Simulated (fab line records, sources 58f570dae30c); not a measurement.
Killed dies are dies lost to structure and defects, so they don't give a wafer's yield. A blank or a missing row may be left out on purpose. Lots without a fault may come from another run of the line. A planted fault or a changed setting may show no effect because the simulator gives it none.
Tool commonality check | flow berkeley_cmos170 | 14 lots, 42 wafers sampled

WHY IT WAS OPENED
At UCB170_M1_RS_MEAS_01 the reading M1_AL_RS is flagged on 2 of 14 lots. Wafers without a fault read 0.0486 ohm/sq, standard deviation 0.00058.
Rule: a lot is flagged when every wafer of it that has a number lies more than 4 standard deviations from that mean, or none has a number. The other lots count as sound.

lot  | measured     | on            | M1_AL_RS (ohm/sq), wafer by wafer | flag
L529 | day 7 09:58  | film_metro-01 | 0.0488 0.0492 0.0484              |
L533 | day 7 19:17  | film_metro-01 | 0.0477 0.0483 0.0486              |
L532 | day 7 19:17  | film_metro-02 | 0.0487 0.0482 0.0490              |
L535 | day 8 05:43  | film_metro-04 | 0.0477 0.0474 0.0478              |
L536 | day 8 19:46  | film_metro-02 | 0.0484 0.0481 0.0485              |
L538 | day 9 02:35  | film_metro-01 | 0.0481 0.0480 0.0479              |
L540 | day 9 03:08  | film_metro-02 | 0.0487 0.0490 0.0490              |
L542 | day 10 02:38 | film_metro-01 | 0.0492 0.0491 0.0493              |
L544 | day 10 08:58 | film_metro-01 | 0.0497 0.0494 0.0496              |
L545 | day 10 09:49 | film_metro-02 | 0.0478 0.0484 0.0479              |
L548 | day 10 17:17 | film_metro-04 | 0.0479 0.0485 0.0479              |
L547 | day 10 17:31 | film_metro-01 | 0.0568 0.0582 0.0572              | FLAGGED
L551 | day 11 15:26 | film_metro-04 | 0.0473 0.0482 0.0479              |
L550 | day 11 17:09 | film_metro-04 | 0.0578 0.0573 0.0575              | FLAGGED
The numbers of the flagged lots are 0.0575 ohm/sq on average: +0.0089 ohm/sq against the usual, or +15 standard deviations.

WHICH TOOL RAN EACH LOT
The record holds 1 process step before the reading, out of a route of 331 steps. In each cell: the tool, then ch and the chambers that the sampled wafers went through, then the start.
lot  | flag    | UCB170_M1_SPUTTER_00
L529 |         | pvd_sputter-04, day 7 09:55
L533 |         | pvd_sputter-01, day 7 19:12
L532 |         | pvd_sputter-04, day 7 19:12
L535 |         | pvd_sputter-04, day 8 05:38
L536 |         | pvd_sputter-03, day 8 19:40
L538 |         | pvd_sputter-03, day 9 02:30
L540 |         | pvd_sputter-04, day 9 03:05
L542 |         | pvd_sputter-03, day 10 02:34
L544 |         | pvd_sputter-03, day 10 08:55
L545 |         | pvd_sputter-01, day 10 09:44
L548 |         | pvd_sputter-01, day 10 17:10
L547 | FLAGGED | pvd_sputter-03, day 10 17:27
L551 |         | pvd_sputter-01, day 11 15:22
L550 | FLAGGED | pvd_sputter-03, day 11 17:03
What these steps do:
- UCB170_M1_SPUTTER_00: material Al, target thk 600 nm, time 80 s.
- UCB170_M1_RS_MEAS_01: measures by four-point-probe.

FLAGGED OVER TOTAL, TOOL BY TOOL (the gauges that took the reading come last)
step                 | tool           | lots run | flagged | share of the flagged lots | sound lots run after its first flagged lot
UCB170_M1_SPUTTER_00 | pvd_sputter-01 | 4        | 0       | none                      | -
UCB170_M1_SPUTTER_00 | pvd_sputter-03 | 6        | 2       | all                       | 0
UCB170_M1_SPUTTER_00 | pvd_sputter-04 | 4        | 0       | none                      | -
UCB170_M1_RS_MEAS_01 | film_metro-01  | 6        | 1       | some                      | 0
UCB170_M1_RS_MEAS_01 | film_metro-02  | 4        | 0       | none                      | -
UCB170_M1_RS_MEAS_01 | film_metro-04  | 4        | 1       | some                      | 0

WHAT THE TABLE ALLOWS
1 row of the table ran every flagged lot: pvd_sputter-03 at UCB170_M1_SPUTTER_00.
- pvd_sputter-03 at UCB170_M1_SPUTTER_00: 2 of its 6 lots flagged. Its last sound lot is L544 (day 10 08:55), its first flagged lot L547 (day 10 17:27): a fault that began between those two fits.
One tool is left: pvd_sputter-03 at UCB170_M1_SPUTTER_00.

WHAT THE SIMULATOR HAD PUT IN
Site profile drift: pvd_sputter-03, from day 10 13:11 on, at UCB170_M1_SPUTTER_00. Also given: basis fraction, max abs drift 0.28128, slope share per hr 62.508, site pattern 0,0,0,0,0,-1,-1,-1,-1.
Lots struck among those shown: L547, L550. The rule above found the same.
